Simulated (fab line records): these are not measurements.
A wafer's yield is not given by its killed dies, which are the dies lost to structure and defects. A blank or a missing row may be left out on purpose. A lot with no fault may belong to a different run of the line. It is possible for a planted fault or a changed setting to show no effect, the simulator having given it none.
Which tool is to blame?    flow rit_cmos    14 lots (42 wafers sampled), 1 step of a 202-step route

== WHAT THE GAUGES SHOWED, per wafer ==
No reading from a measuring or inspecting step in the record can be judged against a usual standard deviation.

== WHICH TOOL RAN EACH LOT (tool, then ch and the chambers of the sampled wafers, then the start) ==
lot   RIT_ACTIVE_ETCH_13
L593  rie_diel-02 ch 0,1, day 1 15:37
L595  rie_diel-01 ch 0,1,2, day 2 01:16
L596  rie_diel-02 ch 0,2,3, day 2 05:43
L597  rie_diel-02 ch 2,3, day 2 10:50
L598  rie_diel-03 ch 1,3, day 2 15:43
L599  rie_diel-01 ch 2,3, day 2 20:43
L606  rie_diel-01 ch 1,2,3, day 4 07:50
L607  rie_diel-01 ch 1,2,3, day 4 12:43
L609  rie_diel-03 ch 0,1,3, day 4 23:37
L611  rie_diel-02 ch 1,2, day 5 11:16
L612  rie_diel-02 ch 2,3, day 5 13:44
L614  rie_diel-03 ch 2,3, day 5 23:50
L615  rie_diel-02 ch 0,1,2, day 6 04:43
L616  rie_diel-03 ch 0,2,3, day 6 09:50
- RIT_ACTIVE_ETCH_13: etches Si3N4 in SF6, stops on SiO2, time 210 s, target depth 210 nm.

== AS READ BY THE TOOLS THEMSELVES (means over the sampled wafers that have a number; for cases with no such wafer, the mark the record gives instead) ==
RIT_ACTIVE_ETCH_13.
lot   tool         drypump_motor_current_A (A)  oes_product_au (a.u.)  throttle_valve_pct (%)
L593  rie_diel-02  6.16                         0.781                  7.47
L595  rie_diel-01  6.10                         0.803                  7.40
L596  rie_diel-02  5.75                         0.797                  7.42
L597  rie_diel-02  5.60                         0.806                  7.38
L598  rie_diel-03  5.72                         0.800                  7.56
L599  rie_diel-01  5.83                         0.805                  7.51
L606  rie_diel-01  5.95                         0.795                  7.44
L607  rie_diel-01  5.97                         0.792                  7.44
L609  rie_diel-03  5.89                         0.801                  7.49
L611  rie_diel-02  6.23                         0.796                  7.46
L612  rie_diel-02  5.67                         0.815                  7.42
L614  rie_diel-03  5.91                         0.809                  7.25
L615  rie_diel-02  6.06                         0.787                  7.47
L616  rie_diel-03  6.11                         0.797                  7.31

== THE ANSWER, worked out from the rows above alone ==
Rule: the lots themselves supply what counts as usual. The widest of any qualifying gaps counts: lots, ordered by their means at a reading, are off when they make up no more than a third of the lots, leave a main group of 4 or more, and stand apart from it by 3 or more times the standard deviation of that group's means. Not used: any main group whose means are identical at the precision the tables above print for the reading. Also off: a lot with no number at a reading for which 4 or more lots have one. Any other lot the step has rows for is counted as sound. After the gauges, taken in route order, come the tools' own readings; for these a lot's mean is taken, as printed above. The first step at which some lot is off is used, and at that step the reading that is off furthest; a lot without a number counts as furthest.
No lot is off at any reading shown: from this, nothing can be told.

== WHAT THE SIMULATOR HAD INSERTED ==
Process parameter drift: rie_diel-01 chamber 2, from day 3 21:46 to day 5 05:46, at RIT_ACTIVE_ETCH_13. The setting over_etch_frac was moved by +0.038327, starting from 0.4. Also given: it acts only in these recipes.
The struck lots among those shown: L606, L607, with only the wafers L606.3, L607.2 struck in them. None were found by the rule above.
